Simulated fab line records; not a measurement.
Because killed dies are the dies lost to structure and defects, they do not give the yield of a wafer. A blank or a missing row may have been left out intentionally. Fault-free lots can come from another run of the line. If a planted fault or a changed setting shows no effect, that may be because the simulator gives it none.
Which tool did it? + flow berkeley_cmos170 + Sampling: 7 lots, 21 wafers, 2 of 331 route steps

## WHAT THE GAUGES READ, wafer by wafer
UCB170_M1_CD_MEAS_90: target cd 700 nm.
| lot  | measured     | on        | cd_nm (nm)                          |
|------|--------------|-----------|-------------------------------------|
| L891 | day 7 20:10  | cd_sem-01 | 699.6 700.3 699.4                   |
| L894 | day 8 20:03  | cd_sem-01 | 719.7 718.8 719.1 719.9 718.6 719.3 |
| L898 | day 9 15:58  | cd_sem-01 | 717.4 718.2 719.0 717.2 718.5 718.9 |
| L902 | day 10 06:17 | cd_sem-01 | 700.3 698.3 697.4                   |
| L905 | day 10 18:34 | cd_sem-01 | 698.0 698.6 697.8                   |
| L907 | day 11 09:31 | cd_sem-02 | 697.3 696.8 699.1                   |
| L910 | day 11 21:23 | cd_sem-02 | 700.3 703.1 702.1                   |

## WHICH TOOL RAN EACH LOT (tool, then ch and the chambers of the sampled wafers, then the start)
| lot  | UCB170_M1_METAL_ETCH_12           |
|------|-----------------------------------|
| L891 | rie_metal-01 ch 0, day 7 19:55    |
| L894 | rie_metal-01 ch 1, day 8 19:48    |
| L898 | rie_metal-01 ch 0,1, day 9 15:44  |
| L902 | rie_metal-02 ch 0,1, day 10 06:02 |
| L905 | rie_metal-03 ch 0,1, day 10 18:20 |
| L907 | rie_metal-02 ch 0,1, day 11 09:16 |
| L910 | rie_metal-01 ch 0,1, day 11 21:09 |
- UCB170_M1_METAL_ETCH_12: etches Al in Cl2/BCl3, stops on PSG, target depth 780 nm, time 130 s.

## THE ANSWER, worked out from the rows above alone
Rule: usual is defined by the lots themselves. The widest of any qualifying gaps counts: lots, ordered by their means at a reading, are off when they make up no more than a third of the lots, leave a main group of 4 or more, and stand apart from it by 3 or more times the standard deviation of that group's means. Not used: any main group whose means are identical at the precision the tables above print for the reading. Also off: a lot with no number at a reading for which 4 or more lots have one. All remaining lots with rows at the step are treated as sound.
Off at UCB170_M1_CD_MEAS_90 (cd_nm): L894, L898. Mean 699.2 nm and standard deviation 1.5 in the main group.
A tool fits if, at a process step before that reading, it ran every lot that is off, and no sound lot after the first of them. Gauges at UCB170_M1_CD_MEAS_90: tried the same way as those tools. Of those tried, none fits.

## WHAT HAD BEEN PUT IN BY THE SIMULATOR
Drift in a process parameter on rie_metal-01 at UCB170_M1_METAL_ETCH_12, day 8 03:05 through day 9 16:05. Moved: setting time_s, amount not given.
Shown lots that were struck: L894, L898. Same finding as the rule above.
